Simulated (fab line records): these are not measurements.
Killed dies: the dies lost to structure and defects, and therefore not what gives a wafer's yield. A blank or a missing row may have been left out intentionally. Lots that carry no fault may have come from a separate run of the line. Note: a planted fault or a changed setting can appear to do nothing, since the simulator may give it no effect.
A lot that was struck, set against a sound lot ; flow berkeleyCmos170 ; 43 out of 331 route steps
Sound: these wafers, L745.2, L745.5, L745.6. Struck: wafers L743.3, L743.4, L743.6. The cause is named last.
Each step with rows lists, per side, the tool, then ch with its chambers, then its first start. Under that, the readings that differ: sound wafers ; struck wafers ; difference of the means ; sigmas: that difference in standard deviations of wafers without a fault.
alike: words and numbers the same on both sides, and readings whose means are apart by under 2 such deviations; not compared: readings that were withheld, readings missing a value for some wafer, numbers with overlapping values and no deviation given by the record, and bounds like >300 which may hide the same value.
Wherever a step has rows on one side only, a row that says differs or no value, or a row with sigmas, the two part there. Non-overlapping numbers with no deviation appear without sigmas and do not part them. A reading missing from all wafers of one side parts the sides only when that side holds two or more wafers.

first, 1 step without rows for these wafers: UCB170_GATE_ETCH_15 (etches poly-Si in HBr/Cl2, stops on SiO2, time 56.3 s, target depth 278.2 nm).
UCB170_GATE_STRIP_16: strips in O2.
  sound on plasmaAsher-03 ch 0,1, day 7 16:08; struck on plasmaAsher-02 ch 0,1, day 7 00:02
  alike: drypumpMotorCurrentA, oesProductAu
  not compared: rfHoursCounterH
UCB170_GATE_CD_MEAS_90 targets a cd of 350 nm.
  sound on cdSem-02 at day 7 16:15; struck on cdSem-01 at day 7 00:09
  alike: cdNm
then, 7 steps without rows for these wafers: UCB170_GATE_CLEAN_17 (cleans in SPM, time 600 s); UCB170_PLDD_HMDS_00 (prime time 60 s); UCB170_PLDD_COAT_01 (resist thk 900 nm); UCB170_PLDD_SOFTBAKE_02 (time 60 s); UCB170_PLDD_EXPOSE_03 (exposes mask PSELECT, target cd 1200 nm); UCB170_PLDD_PEB_04; UCB170_PLDD_DEVELOP_05 (develop time 45 s).
UCB170_PLDD_CD_MEAS_06 targets a cd of 1200 nm.
  sound on cdSem-01 at day 7 17:24; struck on cdSem-01 at day 7 01:47
  alike: cdNm
UCB170_PLDD_OVL_MEAS_07:
  sound on overlay-02 at day 7 17:31; struck on overlay-01 at day 7 01:52
  alike: PLDD_OVL
UCB170_PLDD_IMPLANT_08:
  sound on implanter-01 ch 0, day 7 17:34; struck on implanter-04 ch 0, day 7 01:56
reading;sound;struck;difference;sigmas
beamEnergyKeV;10.002 10.004 10.000;6.501 6.502 6.502;-3.500;-99 or more
beamOnS (s);10.32 9.88 10.00;16.12 15.40 15.18;+5.50;+29
faradayCurrentUA;154.0 160.5 158.3;98.8 103.2 104.4;-55.5;-18
model.implant.rpNm (nm);10.15 10.15 10.15;7.23 7.23 7.23;-2.92;
model.implant.drpNm (nm);6.005 6.005 6.005;4.475 4.475 4.475;-1.530;
  alike: tiltDeg
then, 1 step without rows for these wafers: UCB170_PLDD_IMPLANT_09.
UCB170_PLDD_STRIP_10: strips in O2.
  sound on plasmaAsher-04 ch 0,1, day 7 17:50; struck on plasmaAsher-01 ch 0,1, day 7 02:14
  alike: drypumpMotorCurrentA, oesProductAu, stripTimeToEndpointS
  not compared: rfHoursCounterH
UCB170_PLDD_TW_MEAS_11:
  sound on filmMetro-01 at day 7 17:57; struck on filmMetro-04 at day 7 02:32
reading;sound;struck;difference;sigmas
PLDD_TW;1018 1019 1018;938 934 939;-81;-8
  not compared: hold
then, 6 steps without rows for these wafers: UCB170_NLDD_HMDS_00 (prime time 60 s); UCB170_NLDD_COAT_01 (resist thk 900 nm); UCB170_NLDD_SOFTBAKE_02 (time 60 s); UCB170_NLDD_EXPOSE_03 (exposes mask NSELECT, target cd 1200 nm); UCB170_NLDD_PEB_04; UCB170_NLDD_DEVELOP_05 (develop time 45 s).
UCB170_NLDD_CD_MEAS_06 targets a cd of 1200 nm.
  sound on cdSem-02 at day 7 19:13; struck on cdSem-01 at day 7 16:29
reading;sound;struck;difference;sigmas
cdNm (nm);1198.8 1198.5 1197.7;1201.7 1203.0 1200.8;+3.5;+2
UCB170_NLDD_OVL_MEAS_07:
  sound on overlay-02 at day 7 19:20; struck on overlay-01 at day 7 16:35
  alike: NLDD_OVL
then, 2 steps without rows for these wafers: UCB170_NLDD_IMPLANT_08; UCB170_NLDD_IMPLANT_09.
UCB170_NLDD_STRIP_10: strips in O2.
  sound on plasmaAsher-01 ch 0,1, day 7 19:40; struck on plasmaAsher-01 ch 0,1, day 7 16:56
  alike: drypumpMotorCurrentA, oesProductAu, stripTimeToEndpointS
  not compared: rfHoursCounterH
UCB170_NLDD_TW_MEAS_11:
  sound on filmMetro-03 at day 7 19:46; struck on filmMetro-04 at day 7 17:02
  alike: NLDD_TW
then, 1 step without rows for these wafers: UCB170_NLDD_CLEAN_12 (cleans in SPM, time 600 s).
UCB170_SPACER_CVD_00: deposits SiO2 from TEOS/O2, target thk 376 nm, time 47 s.
  sound on pecvd-03 ch 1, day 7 20:02; struck on pecvd-01 ch 0,1,2, day 7 17:36
  alike: heaterPowerW, susceptorTempC
UCB170_SPACER_THK_MEAS_01:
  sound on filmMetro-04 at day 7 20:09; struck on filmMetro-03 at day 7 17:40
  alike: SPACER_TEOS_THK
then, 1 step without rows for these wafers: UCB170_SPACER_ANNEAL_02 (time 1800 s).
UCB170_SPACER_ETCHBACK_03: etches SiO2 in CHF3/CF4/Ar, stops on Si, target depth 376 nm, time 100 s.
  sound on rieDiel-01 ch 0,1, day 8 01:50; struck on rieDiel-02 ch 1,2, day 7 20:13
  alike: cf4FlowSccm, drypumpMotorCurrentA, oesProductAu, throttleValvePct
  not compared: rfHoursCounterH
then, 6 steps without rows for these wafers: UCB170_PSD_HMDS_00 (prime time 60 s); UCB170_PSD_COAT_01 (resist thk 900 nm); UCB170_PSD_SOFTBAKE_02 (time 60 s); UCB170_PSD_EXPOSE_03 (exposes mask PSELECT MOD, target cd 1200 nm); UCB170_PSD_PEB_04; UCB170_PSD_DEVELOP_05 (develop time 45 s).
UCB170_PSD_CD_MEAS_06 targets a cd of 1200 nm.
  sound on cdSem-01 at day 8 02:54; struck on cdSem-02 at day 7 21:34
reading;sound;struck;difference;sigmas
cdNm (nm);1198.5 1197.9 1198.5;1202.0 1200.5 1202.6;+3.4;+2
UCB170_PSD_OVL_MEAS_07:
  sound on overlay-01 at day 8 03:01; struck on overlay-02 at day 7 21:40
  alike: PSD_OVL
UCB170_SDANNEAL_RS_MEAS_04: uses a four-point probe to measure.
  sound on filmMetro-01 at day 8 07:10; struck on filmMetro-04 at day 8 02:10
reading;sound;struck;difference;sigmas
PLDD_RS (ohm/sq);1027.4 1031.6 1030.4;1046.2 1046.4 1049.0;+17.4;+7
  not compared: hold
UCB170_M3_PROBE_99:
  sound wafers here have rows in the record (prober-02, day 9 08:35); struck ones have none

WHERE THEY PART
First at UCB170_PLDD_IMPLANT_08; last, within this record, at UCB170_M3_PROBE_99.

WHY: what had been put in by the simulator
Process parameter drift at UCB170_PLDD_IMPLANT_08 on implanter-04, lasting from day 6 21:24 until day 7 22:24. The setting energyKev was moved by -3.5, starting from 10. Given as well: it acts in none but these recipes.
